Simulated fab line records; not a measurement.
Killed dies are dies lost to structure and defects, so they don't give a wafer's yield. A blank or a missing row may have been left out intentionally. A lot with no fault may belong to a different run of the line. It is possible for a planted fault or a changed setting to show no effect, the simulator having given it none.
Split-lot trial -- flow berkeley_cmos170 -- 5 lots, 23 wafers read, on a route of 331 steps

== THE SPLIT ==
At UCB170_SCREENOX_OXIDATION_01 (target thk 14.4 nm, ox time 2400 s), the setting ox_time_s was moved away from the recipe's 2400 s on 20 of the 23 wafers read, by -9.7% to +8.9%. This setting was run at the recipe's value on the other wafers.

There is no step in the file separating the split from the reading.

== THE READING ==
SCREENOX_OXIDE_THK at UCB170_SCREENOX_THK_MEAS_02, in nm. Typical for fault-free wafers on this fab line: 14.44 nm, with standard deviation 0.18 nm.

wafer,"tool, chamber at the split","ox_time_s as run, s",against the recipe,"SCREENOX_OXIDE_THK, nm",against lot-mates on the recipe
L074.1,"-, -",2613,+8.9%,15.32,no lot-mate on the recipe
L074.2,"-, -",2613,+8.9%,15.48,no lot-mate on the recipe
L074.3,"-, -",2613,+8.9%,15.40,no lot-mate on the recipe
L074.4,"-, -",2613,+8.9%,15.19,no lot-mate on the recipe
L074.6,"-, -",2613,+8.9%,15.66,no lot-mate on the recipe
L079.1,"-, -",2168,-9.7%,13.61,no lot-mate on the recipe
L079.2,"-, -",2168,-9.7%,13.19,no lot-mate on the recipe
L079.3,"-, -",2168,-9.7%,13.56,no lot-mate on the recipe
L079.5,"-, -",2168,-9.7%,13.38,no lot-mate on the recipe
L079.6,"-, -",2168,-9.7%,13.20,no lot-mate on the recipe
L081.1,"-, -",2553,+6.4%,14.88,no lot-mate on the recipe
L081.2,"-, -",2553,+6.4%,14.86,no lot-mate on the recipe
L081.3,"-, -",2553,+6.4%,15.01,no lot-mate on the recipe
L081.5,"-, -",2553,+6.4%,14.99,no lot-mate on the recipe
L081.6,"-, -",2553,+6.4%,14.60,no lot-mate on the recipe
L083.2,"-, -",2190,-8.8%,13.68,no lot-mate on the recipe
L083.3,"-, -",2190,-8.8%,13.67,no lot-mate on the recipe
L083.4,"-, -",2190,-8.8%,13.47,no lot-mate on the recipe
L083.5,"-, -",2190,-8.8%,13.47,no lot-mate on the recipe
L083.6,"-, -",2190,-8.8%,13.70,no lot-mate on the recipe
L085.4,"furnace-01, 0",2400,recipe,14.66,-
L085.5,"furnace-01, 0",2400,recipe,14.74,-
L085.6,"furnace-01, 0",2400,recipe,14.51,-

THE FIT
A straight line over all 23 wafers: SCREENOX_OXIDE_THK changes by +0.0996 nm for each +1% of ox_time_s; r = +0.97; the points scatter about the line by 0.2 nm.
Too few moved wafers have a lot-mate on the recipe to fit a line with each lot's own level taken away.

== THE WHOLE CHAIN: every reading that the file lists as answering this split, in the file's order ==
step,what it does,reading,change (the file's fit),r (the file's)
UCB170_SCREENOX_OXIDATION_01,"target thk 14.4 nm, ox time 2400 s","SiO2_of_SCREENOX_OXIDATION_01.thk_nm (the simulator's own value, which no gauge read)",+0.0998 nm for each +1% of the setting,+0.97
UCB170_SCREENOX_THK_MEAS_02,,SCREENOX_OXIDE_THK,+0.0997 for each +1% of the setting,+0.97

== THE FILE'S OWN FIT ==
SCREENOX_OXIDE_THK changes by +0.0997 nm for each +1% of ox_time_s, r = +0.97.
